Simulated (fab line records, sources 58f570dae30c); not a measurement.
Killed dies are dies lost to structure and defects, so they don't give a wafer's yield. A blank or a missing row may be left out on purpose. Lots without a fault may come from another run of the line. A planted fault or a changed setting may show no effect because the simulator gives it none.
fab line records | flow berkeley_cmos170
record lots=13 wafers=39 last_day=11
route steps=331 shown CONTACT@222 M1@250
lots that met no fault: from a run of the same line without faults
start_h: hours from the record's first day to the start of the lot's first wafer shown | wait_h: hours since the lot's step before | " the same as in the row above | L1.1+2: a row that stands for several wafers | - no value, or no start given | * or withheld: withheld | < > ~ a bound
route shown NAME@n: a module of which the file shows steps, and the number in the route of the first | usual: mean/standard deviation of fault-free wafers | same: alike in all rows | chamber/n: place in a boat | sites: the reading at each site | _std_site: their standard deviation | _edge_site: outer sites' mean less inner sites' | radius_mm: how far each site lies from the wafer's centre | mask NAME#n: copy n | behind: the tool/chamber that last shaped the wafer | hold: why the lot was held/for how many hours/how that ended | device: the transistor (n, p or np) that didn't switch | end of line: the same wafers' tests at the end of the route | a step without rows: its recipe alone | killed: dies lost to structure and defects at the first sort, not the wafer's yield | map: a wafer's dies, x killed, . not, _ none there
set.NAME: the setting as run; set.NAME@STEP: as run at that earlier step | model.NAME: the simulator's own value behind a step, which no gauge read
steps of the route over a sample of lots; a table a step, a row a wafer
services: from which hour (start_h, from the record's first day; less than 0 if before it) a tool's chamber was out of use, for how many hours, and why
## steps
# step UCB170_CONTACT_STRIP_06
# recipe chemistry=O2 power_w=400 pressure_mtorr=3500 platen_temp_c=withheld o2_flow_sccm=400 overash_fraction=0.5
# usual drypump_motor_current_A=5.72/0.27 oes_product_au=0.734/0.0047 strip_time_to_endpoint_s=21.96/0.06
# columns lot.wafer tool chamber start_h wait_h drypump_motor_current_A oes_product_au rf_hours_counter_h strip_time_to_endpoint_s
L998.2 plasma_asher-01 1 142.08 0.1 5.96 0.732 37 21.92
L998.3 " 0 " " 5.58 0.734 - 22.00
L998.6 " 0 " " 5.55 0.736 - 21.91
L997.2 plasma_asher-04 0 143.11 0.1 5.49 0.734 43 22.02
L997.3 " 0 " " 5.45 0.730 - 22.02
L997.6 " 0 " " 5.44 0.732 - 22.02
L999.3 plasma_asher-04 1 144.04 0.1 6.02 0.735 - 21.99
L999.5 " 1 " " 6.06 0.736 - 21.98
L999.6 " 0 " " 5.47 0.736 - 22.06
L101.2 plasma_asher-04 0 155.05 0.1 5.44 0.729 45 21.97
L101.4 " 0 " " 5.43 0.730 - 21.91
L101.6 " 1 " " 6.05 0.726 - 21.90
L103.2 plasma_asher-01 0 173.10 0.1 5.54 0.737 41 21.92
L103.4 " 0 " " 5.52 0.732 - 21.97
L103.5 " 0 " " 5.55 0.734 - 21.91
L106.2 plasma_asher-01 0 186.65 0.1 5.51 0.736 43 22.00
L106.4 " 1 " " 5.98 0.736 - 22.01
L106.5 " 0 " " 5.52 0.748 - 22.01
L109.2 plasma_asher-04 1 197.73 0.1 6.06 0.720 49 21.97
L109.4 " 1 " " 6.04 0.731 - 21.85
L109.5 " 1 " " 6.04 0.731 - 21.95
L113.2 plasma_asher-01 1 215.56 0.1 5.93 0.730 46 21.99
L113.3 " 1 " " 5.98 0.729 - 21.94
L113.6 " 1 " " 5.93 0.744 - 21.99
L112.1 plasma_asher-04 0 215.82 0.1 5.48 0.734 51 21.92
L112.2 " 1 " " 6.02 0.734 51 21.94
L112.5 " 1 " " 6.09 0.735 - 21.99
L115.1 plasma_asher-01 1 225.44 0.1 5.97 0.726 47 21.98
L115.3 " 1 " " 5.95 0.736 - 21.95
L115.6 " 0 " " 5.53 0.738 - 22.00
L116.1 plasma_asher-01 0 226.12 0.1 5.54 0.737 48 21.91
L116.3 " 0 " " 5.50 0.727 - 21.98
L116.6 " 1 " " 5.92 0.734 - 21.92
L118.1 plasma_asher-04 0 250.04 0.1 5.47 0.741 55 22.08
L118.3 " 0 " " 5.49 0.740 - 22.04
L118.5 " 1 " " 6.04 0.731 - 22.03
L119.2 plasma_asher-01 0 250.35 0.1 5.51 0.731 50 21.99
L119.4 " 1 " " 5.94 0.731 - 21.97
L119.5 " 1 " " 5.94 0.736 - 21.92
# step UCB170_CONTACT_STRIP_19
# recipe chemistry=O2 power_w=400 pressure_mtorr=3500 platen_temp_c=withheld o2_flow_sccm=400 overash_fraction=0.5
# usual drypump_motor_current_A=5.70/0.29 oes_product_au=0.725/0.0047
# columns lot.wafer tool chamber start_h wait_h drypump_motor_current_A oes_product_au rf_hours_counter_h
L998.2 plasma_asher-01 1 143.88 - 5.97 0.723 38
L998.3 " 1 " " 5.97 0.728 -
L998.6 " 0 " " 5.54 0.729 -
L997.2 plasma_asher-01 0 144.89 - 5.52 0.730 38
L997.3 " 0 " " 5.54 0.725 -
L997.6 " 1 " " 5.92 0.723 -
L999.3 plasma_asher-04 0 145.83 - 5.46 0.727 -
L999.5 " 0 " " 5.47 0.738 -
L999.6 " 1 " " 6.06 0.720 -
L101.2 plasma_asher-03 0 157.15 - 5.81 0.724 4
L101.4 " 0 " " 5.82 0.716 -
L101.6 " 0 " " 5.81 0.728 -
L103.2 plasma_asher-04 0 175.24 - 5.45 0.724 47
L103.4 " 0 " " 5.45 0.731 -
L103.5 " 1 " " 6.04 0.726 -
L106.2 plasma_asher-01 0 188.33 - 5.54 0.723 43
L106.4 " 1 " " 5.97 0.720 -
L106.5 " 0 " " 5.54 0.723 -
L109.2 plasma_asher-04 1 199.56 - 6.07 0.727 49
L109.4 " 0 " " 5.41 0.715 -
L109.5 " 1 " " 6.04 0.722 -
L113.2 plasma_asher-01 0 217.67 - 5.57 0.724 47
L113.3 " 1 " " 5.96 0.735 -
L113.6 " 1 " " 5.99 0.727 -
L112.1 plasma_asher-04 1 217.77 - 6.06 0.729 51
L112.2 " 0 " " 5.43 0.727 51
L112.5 " 0 " " 5.43 0.724 -
L115.1 plasma_asher-03 0 227.06 - 5.79 0.724 12
L115.3 " 0 " " 5.82 0.721 -
L115.6 " 0 " " 5.82 0.730 -
L116.1 plasma_asher-04 0 228.49 - 5.47 0.725 52
L116.3 " 0 " " 5.50 0.729 -
L116.6 " 1 " " 6.08 0.715 -
L118.1 plasma_asher-01 0 251.80 - 5.50 0.728 50
L118.3 " 1 " " 5.96 0.728 -
L118.5 " 0 " " 5.51 0.727 -
L119.2 plasma_asher-04 1 252.10 - 6.03 0.731 55
L119.4 " 1 " " 6.08 0.730 -
L119.5 " 1 " " 6.07 0.727 -
# step UCB170_M1_METAL_ETCH_12
# recipe chemistry=Cl2/BCl3 target=Al stop_on=PSG pressure_mtorr=12 target_depth_a=7800 over_etch_frac=0.3 time_s=130 icp_w=600 bias_w=120 Cl2_flow_sccm=90 bcl3_flow_sccm=45
# usual drypump_motor_current_A=5.76/0.29 mfc_cl2_sccm=90.00/0.27 oes_product_au=0.847/0.011 rf_fwd_power_W=596.3/1.9 throttle_valve_pct=24.46/0.27
# columns lot.wafer tool chamber start_h wait_h drypump_motor_current_A mfc_cl2_sccm oes_product_au rf_fwd_power_W rf_hours_counter_h throttle_valve_pct
L998.2 rie_metal-01 1 145.55 - 5.49 89.74 0.843 593.5 10 24.01
L998.3 " 1 " " 5.50 90.10 0.843 597.4 - 23.98
L998.6 " 0 " " 5.76 89.95 0.837 597.7 - 24.52
L997.2 rie_metal-03 0 146.69 - 5.66 89.65 0.858 594.2 8 24.36
L997.3 " 1 " " 6.26 90.05 0.855 597.5 - 24.60
L997.6 " 0 " " 5.66 90.16 0.863 593.8 - 24.36
L999.3 rie_metal-02 0 148.00 - 6.01 90.20 0.832 592.3 - 24.81
L999.5 " 0 " " 6.02 89.87 0.843 592.8 - 24.80
L999.6 " 1 " " 5.35 90.58 0.856 595.1 - 24.64
L101.2 rie_metal-02 0 158.83 - 6.03 89.90 0.834 595.7 3 24.80
L101.4 " 0 " " 6.02 90.14 0.842 594.8 - 24.80
L101.6 " 0 " " 6.02 90.29 0.849 592.0 - 24.80
L103.2 rie_metal-01 0 177.81 - 5.76 89.63 0.826 598.0 9 24.55
L103.4 " 0 " " 5.78 89.52 0.836 598.9 - 24.52
L103.5 " 0 " " 5.78 89.46 0.836 597.4 - 24.55
L106.2 rie_metal-02 1 190.37 - 5.35 89.58 0.763 353.4 18 24.68
L106.4 " 0 " " 6.02 90.42 0.846 593.5 - 24.81
L106.5 " 1 " " 5.37 90.45 0.761 356.6 - 24.70
L109.2 rie_metal-02 0 201.58 - 6.02 90.34 0.835 599.7 - 24.81
L109.4 " 0 " " 6.03 90.01 0.835 596.4 - 24.81
L109.5 " 0 " " 6.04 90.21 0.845 598.5 - 24.80
L113.2 rie_metal-03 1 219.71 - 6.23 89.48 0.853 598.3 2 24.37
L113.3 " 1 " " 6.26 89.89 0.848 599.7 - 24.40
L113.6 " 0 " " 5.69 90.38 0.850 596.8 - 24.38
L112.1 rie_metal-01 1 219.96 - 5.49 90.09 0.854 597.0 12 24.01
L112.2 " 0 " " 5.76 90.10 0.836 596.6 10 24.55
L112.5 " 1 " " 5.49 90.10 0.855 595.5 - 23.98
L115.1 rie_metal-01 0 229.79 - 5.76 89.79 0.836 596.3 11 24.53
L115.3 " 0 " " 5.77 90.03 0.839 597.4 - 24.55
L115.6 " 0 " " 5.76 89.69 0.838 600.4 - 24.54
L116.1 rie_metal-03 0 230.31 - 5.65 89.77 0.855 592.7 11 24.37
L116.3 " 1 " " 6.24 90.00 0.832 594.8 - 24.39
L116.6 " 0 " " 5.65 89.82 0.851 595.3 - 24.37
L118.1 rie_metal-03 0 253.60 - 5.67 89.84 0.861 595.7 11 24.36
L118.3 " 0 " " 5.65 90.40 0.856 593.9 - 24.37
L118.5 " 0 " " 5.66 89.76 0.856 597.0 - 24.40
L119.2 rie_metal-01 0 253.90 - 5.75 90.31 0.845 594.3 11 24.53
L119.4 " 0 " " 5.79 90.18 0.843 597.2 - 24.53
L119.5 " 0 " " 5.77 90.28 0.857 595.2 - 24.52
# step UCB170_M1_STRIP_13
# recipe chemistry=O2 power_w=400 pressure_mtorr=3500 platen_temp_c=withheld o2_flow_sccm=400 overash_fraction=0.5
# usual drypump_motor_current_A=5.6/0.33 oes_product_au=0.719/0.0044
# columns lot.wafer tool chamber start_h wait_h drypump_motor_current_A oes_product_au rf_hours_counter_h
L998.2 plasma_asher-02 0 145.68 0.1 5.8 0.713 45
L998.3 " 1 " " 5.1 0.728 -
L998.6 " 1 " " 5.1 0.719 -
L997.2 plasma_asher-01 0 146.87 0.1 5.6 0.711 38
L997.3 " 1 " " 6.0 0.718 -
L997.6 " 1 " " 5.9 0.721 -
L999.3 plasma_asher-01 0 148.12 0.1 5.6 0.719 -
L999.5 " 0 " " 5.5 0.718 -
L999.6 " 1 " " 6.0 0.725 -
L101.2 plasma_asher-03 0 158.96 0.1 5.8 0.712 4
L101.4 " 0 " " 5.8 0.719 -
L101.6 " 0 " " 5.8 0.720 -
L103.2 plasma_asher-03 0 177.95 0.1 5.8 0.732 6
L103.4 " 0 " " 5.8 0.722 -
L103.5 " 0 " " 5.8 0.711 -
L106.2 plasma_asher-02 0 190.50 0.1 5.8 0.726 50
L106.4 " 1 " " 5.0 0.721 -
L106.5 " 0 " " 5.8 0.719 -
L109.2 plasma_asher-03 0 201.80 0.2 5.8 0.716 9
L109.4 " 1 " " 5.2 0.721 -
L109.5 " 0 " " 5.8 0.718 -
L113.2 plasma_asher-03 1 219.84 0.1 5.2 0.714 11
L113.3 " 1 " " 5.2 0.715 -
L113.6 " 1 " " 5.2 0.728 -
L112.1 plasma_asher-01 0 220.09 0.1 5.5 0.723 47
L112.2 " 1 " " 6.0 0.718 47
L112.5 " 1 " " 5.9 0.717 -
L115.1 plasma_asher-02 0 229.93 0.1 5.8 0.716 54
L115.3 " 0 " " 5.8 0.713 -
L115.6 " 1 " " 5.1 0.715 -
L116.1 plasma_asher-01 0 230.44 0.1 5.5 0.723 48
L116.3 " 0 " " 5.6 0.715 -
L116.6 " 1 " " 6.0 0.718 -
L118.1 plasma_asher-02 1 253.74 0.1 5.0 0.726 57
L118.3 " 0 " " 5.7 0.722 -
L118.5 " 0 " " 5.7 0.722 -
L119.2 plasma_asher-01 1 254.03 0.1 6.0 0.716 50
L119.4 " 1 " " 6.0 0.722 -
L119.5 " 1 " " 6.0 0.718 -
# step UCB170_M1_CD_MEAS_90
# recipe target_cd_nm=700
# usual cd_nm=700/3.3
# columns lot.wafer tool chamber start_h wait_h cd_nm
L998.2 cd_sem-02 - 145.80 0.1 704
L998.3 " - " " 704
L998.6 " - " " 696
L997.2 cd_sem-02 - 146.99 0.1 697
L997.3 " - " " 697
L997.6 " - " " 701
L999.3 cd_sem-02 - 148.23 0.1 694
L999.5 " - " " 693
L999.6 " - " " 701
L101.2 cd_sem-02 - 159.08 0.1 694
L101.4 " - " " 695
L101.6 " - " " 695
L103.2 cd_sem-01 - 178.07 0.1 695
L103.4 " - " " 695
L103.5 " - " " 696
L106.2 cd_sem-02 - 190.62 0.1 715
L106.4 " - " " 700
L106.5 " - " " 714
L109.2 cd_sem-02 - 201.92 0.1 696
L109.4 " - " " 697
L109.5 " - " " 696
L113.2 cd_sem-02 - 219.96 0.1 698
L113.3 " - " " 697
L113.6 " - " " 698
L112.1 cd_sem-02 - 220.19 0.1 702
L112.2 " - " " 695
L112.5 " - " " 704
L115.1 cd_sem-02 - 230.03 0.1 696
L115.3 " - " " 696
L115.6 " - " " 697
L116.1 cd_sem-02 - 230.54 0.1 703
L116.3 " - " " 700
L116.6 " - " " 703
L118.1 cd_sem-02 - 253.84 0.1 702
L118.3 " - " " 703
L118.5 " - " " 703
L119.2 cd_sem-01 - 254.15 0.1 697
L119.4 " - " " 694
L119.5 " - " " 697
## services
# columns tool chamber start_h hours kind
rie_metal-03 1 118.56 13.6 repair
rie_metal-03 - 129.90 0.8 repair
plasma_asher-03 - 139.28 9.0 repair
rie_metal-03 1 148.46 - clean
rie_metal-03 1 148.46 17.9 scheduled_down
rie_metal-03 1 148.46 17.9 vent_cycle
rie_metal-03 - 158.08 2.8 pm
plasma_asher-04 - 160.27 5.2 repair
rie_metal-01 - 186.15 1.4 pm
rie_metal-02 1 191.53 - clean
rie_metal-02 1 191.53 17.7 scheduled_down
rie_metal-02 1 191.53 17.7 vent_cycle
rie_metal-02 1 233.36 6.5 repair
rie_metal-02 - 236.18 3.9 repair
plasma_asher-01 - 243.73 4.2 repair
## key
first_sign step=UCB170_M1_METAL_ETCH_12 reading=rf_fwd_power_W direction=down sigmas=99+ usual=596.3 struck=355.0
effect step=UCB170_M1_METAL_ETCH_12 reading=oes_product_au direction=down sigmas=7.8 usual=0.847 struck=0.762
effect step=UCB170_M1_CD_MEAS_90 reading=cd_nm direction=up sigmas=4.3 usual=700 struck=714
met_at UCB170_M1_METAL_ETCH_12
struck_lots L106
struck_wafers L106.2,L106.5
later_rows_left_out L106.2,L106.5
sort_left_out L106.2,L106.5
not_acting_at UCB170_CONTACT_STRIP_06,UCB170_CONTACT_STRIP_19,UCB170_M1_STRIP_13
onset_between 148.00 190.37
fault kind=process_parameter_drift tool=rie_metal-02 chamber=1 onset_h=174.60 steps=UCB170_M1_METAL_ETCH_12 channel=icp_w offset=-240 shape=step end_h=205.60 acts_in=these_recipes_only stated=600
# sort_left_out: the simulated sort isn't trusted on such a fault, so these wafers' sort isn't shown, and their yield isn't known
# later_rows_left_out: the simulator's readings of these wafers behind a module that went badly wrong aren't trusted and aren't shown, but for the sort
